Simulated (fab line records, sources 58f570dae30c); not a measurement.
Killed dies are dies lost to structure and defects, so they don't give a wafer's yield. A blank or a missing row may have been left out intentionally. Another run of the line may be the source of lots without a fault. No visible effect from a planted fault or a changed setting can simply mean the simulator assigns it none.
What tool caused it? | flow berkeley-cmos170 | Sampling: 13 lots, 39 wafers, 2 of 331 route steps

== WHAT THE GAUGES READ, wafer by wafer ==
UCB170_V2_THK_MEAS_01.
lot  | measured     | on            | V2_TEOS_THK (nm)
L151 | day 8 06:23  | film-metro-03 | 1985 2062 2052
L153 | day 8 20:57  | film-metro-02 | 2025 2019 2031
L154 | day 9 19:58  | film-metro-04 | 1976 2015 2004
L156 | day 10 10:35 | film-metro-02 | 1970 1995 2022
L159 | day 10 13:55 | film-metro-04 | 1977 1970 1958
L158 | day 10 14:25 | film-metro-03 | 2001 2012 2038
L160 | day 10 14:33 | film-metro-04 | 2002 2032 2049
L163 | day 11 20:35 | film-metro-03 | 1974 1969 2016
L164 | day 12 01:59 | film-metro-04 | 1970 1935 2011
L166 | day 12 12:14 | film-metro-04 | 1986 1972 1983
L169 | day 13 00:14 | film-metro-03 | 1954 1945 1948
L170 | day 13 03:42 | film-metro-03 | 1999 2049 2000
L171 | day 13 08:13 | film-metro-04 | 809 827 854

== EACH LOT AND THE TOOL THAT RAN IT (in order: tool; ch and the chambers of the sampled wafers; start) ==
lot  | UCB170_V2_CVD_00
L151 | pecvd-04 ch 1,2, day 8 06:13
L153 | pecvd-01 ch 0,2, day 8 20:48
L154 | pecvd-04 ch 0,1, day 9 19:47
L156 | pecvd-02 ch 0,2, day 10 10:26
L159 | pecvd-02 ch 0,1,2, day 10 13:46
L158 | pecvd-04 ch 0,2, day 10 14:15
L160 | pecvd-01 ch 0,2, day 10 14:22
L163 | pecvd-04 ch 0,1,2, day 11 20:26
L164 | pecvd-02 ch 0,2, day 12 01:50
L166 | pecvd-04 ch 1,2, day 12 12:04
L169 | pecvd-02 ch 1,2, day 13 00:05
L170 | pecvd-02 ch 0,1, day 13 03:32
L171 | pecvd-02 ch 0,1,2, day 13 08:03
- UCB170_V2_CVD_00: deposits SiO2 from TEOS/O2, target thk 2000 nm, time 250 s.

== AS READ BY THE TOOLS THEMSELVES (means over the sampled wafers that have a number; for cases with no such wafer, the mark the record gives instead) ==
UCB170_V2_CVD_00.
lot  | tool     | heater-power-w (W)
L151 | pecvd-04 | 200
L153 | pecvd-01 | 243
L154 | pecvd-04 | 264
L156 | pecvd-02 | 222
L159 | pecvd-02 | 259
L158 | pecvd-04 | 237
L160 | pecvd-01 | 254
L163 | pecvd-04 | 231
L164 | pecvd-02 | 232
L166 | pecvd-04 | 202
L169 | pecvd-02 | 251
L170 | pecvd-02 | 202
L171 | pecvd-02 | 270

== THE ANSWER, worked out from the rows above alone ==
Rule: the usual values come from the lots themselves. The widest of any qualifying gaps counts: lots, ordered by their means at a reading, are off when they make up no more than a third of the lots, leave a main group of 4 or more, and stand apart from it by 3 or more times the standard deviation of that group's means. The tables above print the reading to a certain number of digits; a main group whose means all agree to those digits is not used. Also off: a lot with no number at a reading for which 4 or more lots have one. Any other lot the step has rows for is counted as sound. First the gauges in route order, then the tools' own readings, where a lot's mean is used as printed above. The first step at which some lot is off is used, and at that step the reading that is off furthest; a lot without a number counts as furthest.
Off: L171, seen at UCB170_V2_THK_MEAS_01 (V2_TEOS_THK). Main group: mean 1997 nm, sd 26.
A tool fits if, at a process step before that reading, it ran every lot that is off, and no sound lot after the first of them. Those tools and the gauges at UCB170_V2_THK_MEAS_01 are tried in the same way. 2 tools fit, pecvd-02 at UCB170_V2_CVD_00 and film-metro-04 at UCB170_V2_THK_MEAS_01, so this cannot tell which one it is.

== WHAT HAD BEEN PUT IN BY THE SIMULATOR ==
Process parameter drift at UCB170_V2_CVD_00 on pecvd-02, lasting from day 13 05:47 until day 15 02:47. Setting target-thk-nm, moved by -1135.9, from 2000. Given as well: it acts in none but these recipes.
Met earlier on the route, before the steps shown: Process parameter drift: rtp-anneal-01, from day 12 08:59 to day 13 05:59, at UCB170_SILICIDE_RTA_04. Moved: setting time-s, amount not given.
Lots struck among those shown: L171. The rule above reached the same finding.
